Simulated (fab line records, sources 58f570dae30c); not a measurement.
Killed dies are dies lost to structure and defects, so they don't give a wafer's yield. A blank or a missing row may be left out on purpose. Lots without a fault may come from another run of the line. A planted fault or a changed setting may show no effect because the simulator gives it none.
A struck lot beside a sound one | flow berkeley_cmos170 | 29 steps out of a route of 331
Sound: wafers L858.1, L858.2, L858.6. Struck: wafers L851.1, L851.3, L851.5. The cause comes at the end.
At each step with rows: each side's tool, then ch and its chambers, then its first start. Under that, the readings that differ: sound wafers | struck wafers | difference of the means | sigmas: that difference in standard deviations of wafers without a fault.
alike: readings whose means differ by less than 2 such deviations, and words and numbers that are the same on both sides. not compared: withheld readings, readings that some wafer has no value for, bounds like >300 that may hide the same value, and numbers for which the record gives no deviation and whose values overlap.
The two part at a step that has a row with sigmas, a row that says differs or no value, or rows on one side only. Numbers that don't overlap but have no deviation are shown without sigmas and don't part them. A reading that every wafer of one side lacks parts them only if that side has two wafers or more.

first, 6 steps without rows for these wafers: UCB170_ZERO_HMDS_00 (prime time 60 s); UCB170_ZERO_COAT_01 (resist thk 900 nm); UCB170_ZERO_SOFTBAKE_02 (time 60 s); UCB170_ZERO_EXPOSE_03 (exposes mask PM MARKS, target cd 4000 nm); UCB170_ZERO_PEB_04; UCB170_ZERO_DEVELOP_05 (develop time 45 s).
UCB170_ZERO_ETCH_06: etches SiO2 in CHF3/CF4/Ar, time 12 s.
  sound on rie_diel-01 ch 1,2, day 3 22:49; struck on rie_diel-02 ch 0,1,2, day 2 09:44
  alike: drypump_motor_current_A, oes_product_au, throttle_valve_pct
  not compared: rf_hours_counter_h
UCB170_ZERO_STRIP_07: strips in O2.
  sound on plasma_asher-04 ch 0,1, day 3 22:50; struck on plasma_asher-01 ch 0,1, day 2 09:45
  alike: drypump_motor_current_A, oes_product_au, strip_time_to_endpoint_s
  not compared: rf_hours_counter_h
then, 2 steps without rows for these wafers: UCB170_NWELL_WET_ETCH_00 (etches SiO2 in dHF, time 200 s); UCB170_NWELL_OXIDATION_01 (target thk 26.4 nm, ox time 1260 s).
UCB170_NWELL_THK_MEAS_02:
  sound on film_metro-01, day 4 02:04; struck on film_metro-01, day 2 12:59
  alike: NWELL_OXIDE_THK
then, 1 step without rows for these wafers: UCB170_NWELL_ANNEAL_03 (time 900 s).
UCB170_NWELL_CVD_04: deposits Si3N4 from SiH2Cl2/NH3, target thk 224 nm, time 3360 s.
  sound on lpcvd-02 ch 0, day 4 04:35; struck on lpcvd-01 ch 0, day 2 22:22
  reading                                 | sound             | struck           | difference | sigmas
  model.Si3N4_of_NWELL_CVD_04.thk_nm (nm) | 223.7 225.9 221.8 | 84.93 82.2 82.46 | -140.60    |
  alike: sih2cl2_flow_sccm
UCB170_NWELL_THK_MEAS_05:
  sound on film_metro-01, day 4 06:32; struck on film_metro-04, day 3 00:18
  reading                | sound             | struck         | difference | sigmas
  NWELL_NITRIDE_THK (nm) | 223.4 225.9 221.8 | 84.9 82.2 82.4 | -140.5     | -64
then, 6 steps without rows for these wafers: UCB170_NWELL_HMDS_06 (prime time 60 s); UCB170_NWELL_COAT_07 (resist thk 900 nm); UCB170_NWELL_SOFTBAKE_08 (time 60 s); UCB170_NWELL_EXPOSE_09 (exposes mask NWELL, target cd 3000 nm); UCB170_NWELL_PEB_10; UCB170_NWELL_DEVELOP_11 (develop time 45 s).
UCB170_NWELL_OVL_MEAS_12:
  sound on overlay-01, day 4 07:26; struck on overlay-01, day 3 01:20
  alike: NWELL_OVL
UCB170_NWELL_ETCH_13: etches Si3N4 in CH3F/Ar/O2, stops on SiO2, target depth 246.4 nm, time 154 s.
  sound on rie_diel-02 ch 2,3, day 4 07:28; struck on rie_diel-03 ch 0,2, day 3 01:22
  reading                  | sound             | struck            | difference | sigmas
  oes_product_au (a.u.)    | 0.960 0.957 0.955 | 0.571 0.588 0.573 | -0.380     | -25
  model.etch.depth_nm (nm) | 223.7 225.9 221.8 | 84.93 82.2 82.46  | -140.60    |
  alike: drypump_motor_current_A, throttle_valve_pct
  not compared: rf_hours_counter_h
then, 1 step without rows for these wafers: UCB170_NWELL_IMPLANT_14.
UCB170_NWELL_STRIP_15: strips in O2.
  sound on plasma_asher-04 ch 0,1, day 4 07:43; struck on plasma_asher-02 ch 0,1, day 3 01:37
  reading                     | sound       | struck      | difference | sigmas
  drypump_motor_current_A (A) | 5.1 5.5 5.5 | 6.5 6.5 6.6 | +1.2       | +2
  alike: oes_product_au, strip_time_to_endpoint_s
  not compared: rf_hours_counter_h
UCB170_NWELL_TW_MEAS_16:
  sound on film_metro-03, day 4 07:49; struck on film_metro-03, day 3 01:43
  alike: NWELL_TW
then, 1 step without rows for these wafers: UCB170_NWELL_CLEAN_17 (cleans in SPM, time 600 s).
UCB170_NWELL_WET_ETCH_18: etches Si3N4 in H3PO4, time 14400 s.
  sound on wet_bench-04 ch 0, day 4 08:05; struck on wet_bench-03 ch 0, day 3 01:57
  alike: bath_guard_temp_C, bath_heat_duty_pct
  not compared: model.SiO2_of_NWELL_OXIDATION_01.thk_nm
then, 2 steps without rows for these wafers: UCB170_NWELL_WET_ETCH_19 (etches SiO2 in BOE, time 22 s); UCB170_M3_PROBE_99.

WHERE THEY PART
First at UCB170_NWELL_THK_MEAS_05; last, within this record, at UCB170_NWELL_STRIP_15. Later steps at which nothing parts them and some readings are alike: UCB170_NWELL_TW_MEAS_16, UCB170_NWELL_WET_ETCH_18.

WHY: what the simulator had put in
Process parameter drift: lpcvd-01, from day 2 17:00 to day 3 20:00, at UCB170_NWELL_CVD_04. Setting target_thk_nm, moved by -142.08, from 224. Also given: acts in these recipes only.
